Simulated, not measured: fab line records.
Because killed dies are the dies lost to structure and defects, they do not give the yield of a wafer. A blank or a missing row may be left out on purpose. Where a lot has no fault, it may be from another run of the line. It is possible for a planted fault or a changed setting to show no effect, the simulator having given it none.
Which tool did it? ; flow berkeley-cmos170 ; 14 lots, 42 wafers sampled, at 4 steps of a route of 331

WHAT THE GAUGES READ, wafer by wafer
UCB170_START_THK_MEAS_03. Usual: START_OXIDE_THK typically reads 20.1 nm, with standard deviation 0.38.
lot;measured;on;START_OXIDE_THK (nm);flag
L860;day 1 12:37;film-metro-04;20.6 20.8 20.5;
L862;day 2 00:14;film-metro-03;20.4 20.2 20.0;
L863;day 2 04:49;film-metro-01;20.3 20.3 20.2;
L864;day 2 09:46;film-metro-03;19.8 19.9 19.8;
L866;day 2 21:01;film-metro-04;20.3 20.4 20.3;
L867;day 3 01:31;film-metro-03;20.4 20.4 20.3;
L874;day 4 11:46;film-metro-03;19.8 19.6 19.9;
L875;day 4 17:55;film-metro-03;19.9 19.7 19.5;
L876;day 4 22:01;film-metro-03;20.1 20.4 20.2;
L878;day 5 07:11;film-metro-01;19.9 20.4 20.4;
L880;day 5 22:41;film-metro-04;19.8 19.5 19.4;
L881;day 5 22:41;film-metro-03;19.4 19.2 19.0;
L883;day 6 11:18;film-metro-04;20.2 20.3 20.3;
L882;day 6 11:18;film-metro-03;19.5 19.5 19.5;

UCB170_ACTIVE_CD_MEAS_13 targets a cd of 1200 nm. Usual: cd-nm at 1199.5 nm, with a standard deviation of 1.4.
lot;measured;on;cd-nm (nm);flag
L860;day 3 23:31;cd-sem-02;1200.8 1199.7 1199.7;
L862;day 4 19:31;cd-sem-02;1199.3 1199.1 1199.9;
L864;day 4 19:47;cd-sem-01;1198.6 1198.9 1199.6;
L867;day 6 00:01;cd-sem-01;1199.2 1198.5 1199.7;
L874;day 7 08:19;cd-sem-01;1199.9 1198.7 1199.2;
L875;day 7 14:53;cd-sem-01;1201.5 1199.7 1200.0;
L876;day 7 15:08;cd-sem-01;1200.9 1199.9 1200.7;
L878;day 8 01:49;cd-sem-01;1199.6 1198.5 1199.1;
L880;day 8 13:26;cd-sem-01;1200.1 1198.5 1199.9;
L881;day 8 21:54;cd-sem-01;1196.9 1197.6 1198.4;
L883;day 9 05:45;cd-sem-02;1200.5 1200.0 1199.9;
L882;day 9 05:17;cd-sem-01;1199.2 1200.1 1198.2;

EACH LOT AND THE TOOL THAT RAN IT (in order: tool; ch and the chambers of the sampled wafers; start)
lot;UCB170_NWELL_ETCH_13;UCB170_PWELL_DEVELOP_12
L860;rie-diel-02 ch 0,1,3, day 2 05:14;litho-track-03 ch 0, day 2 22:00
L862;rie-diel-02 ch 1,2,3, day 2 20:41;litho-track-01 ch 0, day 3 16:00
L863;rie-diel-04 ch 0,1,3, day 3 00:32;litho-track-01, day 3 16:00
L864;rie-diel-02 ch 0,1,2, day 3 00:18;litho-track-03 ch 0, day 3 16:00
L866;rie-diel-02 ch 2,3, day 3 08:53;litho-track-01, day 3 22:00
L867;rie-diel-03 ch 1,3, day 3 17:33;litho-track-01 ch 0, day 4 14:00
L874;rie-diel-04 ch 0,3, day 5 06:23;litho-track-02 ch 0, day 6 05:00
L875;rie-diel-04 ch 1,3, day 5 10:22;litho-track-02 ch 0, day 6 16:00
L876;rie-diel-02 ch 1,2,3, day 5 10:33;litho-track-01 ch 0, day 6 16:00
L878;rie-diel-04 ch 1,3, day 6 06:51;litho-track-03 ch 0, day 6 23:00
L880;rie-diel-03 ch 0,1,3, day 6 23:47;litho-track-01 ch 0, day 7 15:00
L881;rie-diel-02 ch 1,2, day 6 23:53;litho-track-01 ch 0, day 7 21:00
L883;rie-diel-02 ch 0,1, day 7 04:15;litho-track-03 ch 0, day 7 22:00
L882;rie-diel-04 ch 2,3, day 7 04:37;litho-track-01 ch 0, day 7 22:00
- UCB170_NWELL_ETCH_13: etches Si3N4 in CH3F/Ar/O2, stops on SiO2, target depth 246.4 nm, time 154 s.
- UCB170_PWELL_DEVELOP_12: develop time 45 s.

AS READ BY THE TOOLS THEMSELVES (means over the sampled wafers that have a number; for cases with no such wafer, the mark the record gives instead)
UCB170_NWELL_ETCH_13. Usual: chamber-pressure-mTorr 50.00 mTorr, standard deviation 0.054; drypump-motor-current-A 5.8 A, standard deviation 0.64; oes-product-au 0.936 a.u., standard deviation 0.011; throttle-valve-pct 8.07 %, standard deviation 0.13.
lot;tool;chamber-pressure-mTorr (mTorr);drypump-motor-current-A (A);oes-product-au (a.u.);throttle-valve-pct (%);flag
L860;rie-diel-02;49.98;6.3;0.936;8.09;
L862;rie-diel-02;49.99;6.2;0.941;8.10;
L863;rie-diel-04;49.99;5.7;0.944;8.04;
L864;rie-diel-02;49.98;6.5;0.942;8.18;
L866;rie-diel-02;50.02;6.1;0.927;8.11;
L867;rie-diel-03;50.01;4.9;0.934;8.01;
L874;rie-diel-04;49.98;5.7;0.937;8.02;
L875;rie-diel-04;50.00;5.3;0.942;8.07;
L876;rie-diel-02;49.96;6.3;0.932;8.11;
L878;rie-diel-04;49.98;5.3;0.933;8.08;
L880;rie-diel-03;49.99;5.3;0.929;8.05;
L881;rie-diel-02;50.05;6.5;0.920;8.20;
L883;rie-diel-02;49.98;6.5;0.932;8.17;
L882;rie-diel-04;49.98;5.2;0.938;8.00;

UCB170_PWELL_DEVELOP_12. Usual: chill-plate-temp-C 23.00 C, standard deviation 0.097; exhaust-pa 45.2 Pa, standard deviation 0.81.
lot;tool;chill-plate-temp-C (C);exhaust-pa (Pa);flag
L860;litho-track-03;22.91;45.5;
L862;litho-track-01;22.91;46.0;
L863;litho-track-01;-;-;OFF
L864;litho-track-03;23.01;44.3;
L866;litho-track-01;-;-;OFF
L867;litho-track-01;22.99;45.3;
L874;litho-track-02;23.07;44.8;
L875;litho-track-02;22.95;44.3;
L876;litho-track-01;23.00;45.0;
L878;litho-track-03;22.92;46.1;
L880;litho-track-01;23.02;45.0;
L881;litho-track-01;23.02;45.5;
L883;litho-track-03;23.04;45.2;
L882;litho-track-01;22.94;44.7;

THE ANSWER, worked out from the rows above alone
Rule: a lot is off if the mean of its wafers that have a number lies more than 3 standard deviations from the usual mean. Also off: a lot with no number at a reading for which 4 or more lots have one. Where the step has rows for the other lots, those lots are counted as sound. First the gauges in route order, then the tools' own readings, where a lot's mean is used as printed above. The first step at which some lot is off is used, and at that step the reading that is off furthest; a lot without a number counts as furthest.
Off: L863, L866, at UCB170_PWELL_DEVELOP_12 (chill-plate-temp-C). Without a number there: L863, L866.
A tool fits if, at that step or a process step before it, it ran every lot that is off, and no sound lot after the first of them. Of those tried, none fits.

WHAT THE SIMULATOR HAD PUT IN
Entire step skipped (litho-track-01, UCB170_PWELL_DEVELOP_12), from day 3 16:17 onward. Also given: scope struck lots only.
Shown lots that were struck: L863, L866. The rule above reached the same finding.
